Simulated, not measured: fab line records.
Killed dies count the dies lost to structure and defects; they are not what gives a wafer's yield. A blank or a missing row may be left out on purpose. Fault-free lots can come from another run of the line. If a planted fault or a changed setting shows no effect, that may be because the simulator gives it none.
Lot-split experiment / flow berkeley-cmos170 / 23 wafers read from 5 lots, route of 331 steps

## THE SPLIT
At UCB170_V1_CVD_00 (deposits SiO2 from TEOS/O2, target thk 2000 nm, time 250 s), the setting time-s was moved away from the recipe's 250 s on 8 of the 23 wafers read, by -11.6% to +14.8%. For the rest of the wafers, this setting stayed at what the recipe calls for.

The file shows no step between the split and the reading.

## THE READING
V1_TEOS_THK, in nm, at UCB170_V1_THK_MEAS_01. A value of 2000 nm with a standard deviation of 27 nm is what fault-free wafers of this fab line usually give.

wafer=L077.2; tool, chamber at the split=pecvd-02, 0; time-s as run, s=287.1; against the recipe=+14.8%; V1_TEOS_THK, nm=2245; against lot-mates on the recipe=+238
wafer=L077.3; tool, chamber at the split=pecvd-02, 1; time-s as run, s=250; against the recipe=recipe; V1_TEOS_THK, nm=2002; against lot-mates on the recipe=-
wafer=L077.4; tool, chamber at the split=pecvd-02, 1; time-s as run, s=250; against the recipe=recipe; V1_TEOS_THK, nm=2011; against lot-mates on the recipe=-
wafer=L077.5; tool, chamber at the split=pecvd-02, 2; time-s as run, s=287.1; against the recipe=+14.8%; V1_TEOS_THK, nm=2293; against lot-mates on the recipe=+286
wafer=L077.6; tool, chamber at the split=pecvd-02, 0; time-s as run, s=287.1; against the recipe=+14.8%; V1_TEOS_THK, nm=2290; against lot-mates on the recipe=+284
wafer=L076.1; tool, chamber at the split=pecvd-01, 2; time-s as run, s=250; against the recipe=recipe; V1_TEOS_THK, nm=1985; against lot-mates on the recipe=-
wafer=L076.2; tool, chamber at the split=pecvd-01, 1; time-s as run, s=228.6; against the recipe=-8.6%; V1_TEOS_THK, nm=1815; against lot-mates on the recipe=-191
wafer=L076.3; tool, chamber at the split=pecvd-01, 0; time-s as run, s=228.6; against the recipe=-8.6%; V1_TEOS_THK, nm=1828; against lot-mates on the recipe=-178
wafer=L076.4; tool, chamber at the split=pecvd-01, 0; time-s as run, s=250; against the recipe=recipe; V1_TEOS_THK, nm=2009; against lot-mates on the recipe=-
wafer=L076.5; tool, chamber at the split=pecvd-01, 2; time-s as run, s=250; against the recipe=recipe; V1_TEOS_THK, nm=2025; against lot-mates on the recipe=-
wafer=L081.1; tool, chamber at the split=pecvd-02, 0; time-s as run, s=250; against the recipe=recipe; V1_TEOS_THK, nm=1928; against lot-mates on the recipe=-
wafer=L081.2; tool, chamber at the split=pecvd-02, 2; time-s as run, s=250; against the recipe=recipe; V1_TEOS_THK, nm=1955; against lot-mates on the recipe=-
wafer=L081.3; tool, chamber at the split=pecvd-02, 1; time-s as run, s=221; against the recipe=-11.6%; V1_TEOS_THK, nm=1734; against lot-mates on the recipe=-208
wafer=L081.4; tool, chamber at the split=pecvd-02, 2; time-s as run, s=221; against the recipe=-11.6%; V1_TEOS_THK, nm=1774; against lot-mates on the recipe=-168
wafer=L081.5; tool, chamber at the split=pecvd-02, 0; time-s as run, s=221; against the recipe=-11.6%; V1_TEOS_THK, nm=1744; against lot-mates on the recipe=-198
wafer=L083.1; tool, chamber at the split=pecvd-01, 2; time-s as run, s=250; against the recipe=recipe; V1_TEOS_THK, nm=2013; against lot-mates on the recipe=-
wafer=L083.3; tool, chamber at the split=pecvd-01, 0; time-s as run, s=250; against the recipe=recipe; V1_TEOS_THK, nm=2020; against lot-mates on the recipe=-
wafer=L083.5; tool, chamber at the split=pecvd-01, 2; time-s as run, s=250; against the recipe=recipe; V1_TEOS_THK, nm=2024; against lot-mates on the recipe=-
wafer=L085.1; tool, chamber at the split=pecvd-01, 0; time-s as run, s=250; against the recipe=recipe; V1_TEOS_THK, nm=1989; against lot-mates on the recipe=-
wafer=L085.2; tool, chamber at the split=pecvd-01, 1; time-s as run, s=250; against the recipe=recipe; V1_TEOS_THK, nm=1987; against lot-mates on the recipe=-
wafer=L085.3; tool, chamber at the split=pecvd-01, 2; time-s as run, s=250; against the recipe=recipe; V1_TEOS_THK, nm=2003; against lot-mates on the recipe=-
wafer=L085.5; tool, chamber at the split=pecvd-01, 2; time-s as run, s=250; against the recipe=recipe; V1_TEOS_THK, nm=2020; against lot-mates on the recipe=-
wafer=L085.6; tool, chamber at the split=pecvd-01, 1; time-s as run, s=250; against the recipe=recipe; V1_TEOS_THK, nm=2029; against lot-mates on the recipe=-

THE FIT
A straight line over all 23 wafers: V1_TEOS_THK changes by +19.8 nm for each +1% of time-s; r = +0.98; the points scatter about the line by 27 nm.
The same after taking each lot's own level away (the mean of its wafers on the recipe; 23 wafers): +18 nm for each +1%; r = +0.99; scatter 19 nm.
On that fit, the largest move of time-s shifts the reading by 2.7e+02 nm.
From 1941.5 to 2019.0 nm: that is the span of the lots' own levels, equal to 2.9 times the standard deviation above.
The two slopes are in agreement: the lot-to-lot level therefore moves the slope only a little.
Check: +276 nm against its lot-mates is what the line predicts for one of the wafers moved furthest among these (+14.8%) when that wafer is left out of the fit. It came out at +238 nm against them.

## FURTHER SPLITS ON THESE WAFERS
Note: prior to the reading, these wafers also went through further splits. Each is held against what the fit with the lots' levels taken away leaves over:
other split on the same wafers=UCB170_SILICIDE_SPUTTER_01 time-s; wafers away from the commonest value=5; r with V1_TEOS_THK (lot level and that fit taken away)=-0.02

## THE WHOLE CHAIN: every reading that the file lists as answering this split, in the file's order
step=UCB170_V1_CVD_00; what it does=deposits SiO2 from TEOS/O2, target thk 2000 nm, time 250 s; reading=SiO2_of_V1_CVD_00.thk-nm (the simulator's own value, which no gauge read); change (the file's fit)=+18.2 nm for each +1% of the setting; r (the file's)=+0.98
step=UCB170_V1_THK_MEAS_01; what it does=; reading=V1_TEOS_THK; change (the file's fit)=+18.2 for each +1% of the setting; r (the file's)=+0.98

## THE FILE'S OWN FIT
V1_TEOS_THK changes by +18.2 nm for each +1% of time-s, r = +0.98.
